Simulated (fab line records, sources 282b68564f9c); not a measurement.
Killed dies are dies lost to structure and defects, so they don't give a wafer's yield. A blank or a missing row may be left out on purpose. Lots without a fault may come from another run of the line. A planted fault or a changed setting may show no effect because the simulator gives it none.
A struck lot beside a sound one | flow rit_cmos | 15 steps out of a route of 202
Sound: wafers L859.1, L859.4, L859.5. Struck: wafers L877.2, L877.4. (L877.5 of the same lot was not struck and is left out.) The cause comes at the end.
At each step with rows: each side's tool, then ch and its chambers, then its first start. Under that, the readings that differ: sound wafers | struck wafers | difference of the means | sigmas: that difference in standard deviations of wafers without a fault.
alike: readings whose means differ by less than 2 such deviations, and words and numbers that are the same on both sides. not compared: withheld readings, readings that some wafer has no value for, bounds like >300 that may hide the same value, and numbers for which the record gives no deviation and whose values overlap.
The two part at a step that has a row with sigmas, a row that says differs or no value, or rows on one side only. Numbers that don't overlap but have no deviation are shown without sigmas and don't part them. A reading that every wafer of one side lacks parts them only if that side has two wafers or more.

first, 1 step without rows for these wafers: RIT_NWELL_IMPLANT_08.
RIT_NWELL_STRIP_09: strips in O2, time 180 s.
  sound on plasma_asher-02 ch 0, day 2 04:45; struck on plasma_asher-04 ch 1, day 5 20:59
  reading                     | sound       | struck  | difference | sigmas
  drypump_motor_current_A (A) | 6.5 6.5 6.6 | 5.4 5.4 | -1.1       | -2
  alike: o2_flow_sccm
  not compared: rf_hours_counter_h
RIT_NWELL_TW_MEAS_10:
  sound on film_metro-02, day 2 04:55; struck on film_metro-01, day 5 21:10
  alike: NWELL_TW
then, 6 steps without rows for these wafers: RIT_PWELL_HMDS_00 (prime time 60 s); RIT_PWELL_COAT_01 (resist thk 1300 nm); RIT_PWELL_SOFTBAKE_02 (time 60 s); RIT_PWELL_EXPOSE_03 (exposes mask M3, target cd 43700 nm); RIT_PWELL_PEB_04; RIT_PWELL_DEVELOP_05 (develop time 68 s).
RIT_PWELL_OVL_MEAS_06:
  sound on overlay-01, day 2 05:52; struck on overlay-02, day 5 22:06
  alike: PWELL_OVL
then, 2 steps without rows for these wafers: RIT_PWELL_HARDBAKE_07 (time 120 s); RIT_PWELL_IMPLANT_08.
RIT_PWELL_STRIP_09: strips in O2, time 180 s.
  sound on plasma_asher-03 ch 0,1, day 2 06:18; struck on plasma_asher-03 ch 1, day 5 22:32
  reading             | sound          | struck    | difference | sigmas
  o2_flow_sccm (sccm) | 3986 4006 3998 | 4779 4800 | +793       | +66
  alike: drypump_motor_current_A
  not compared: rf_hours_counter_h
RIT_PWELL_TW_MEAS_10:
  sound on film_metro-01, day 2 06:28; struck on film_metro-01, day 5 22:44
  alike: PWELL_TW
RIT_M1_PROBE_99:
  the record has rows for the sound wafers here (prober-01, day 3 16:13) and none for the struck ones

WHERE THEY PART
First at RIT_NWELL_STRIP_09; last, within this record, at RIT_M1_PROBE_99.

WHY: what the simulator had put in
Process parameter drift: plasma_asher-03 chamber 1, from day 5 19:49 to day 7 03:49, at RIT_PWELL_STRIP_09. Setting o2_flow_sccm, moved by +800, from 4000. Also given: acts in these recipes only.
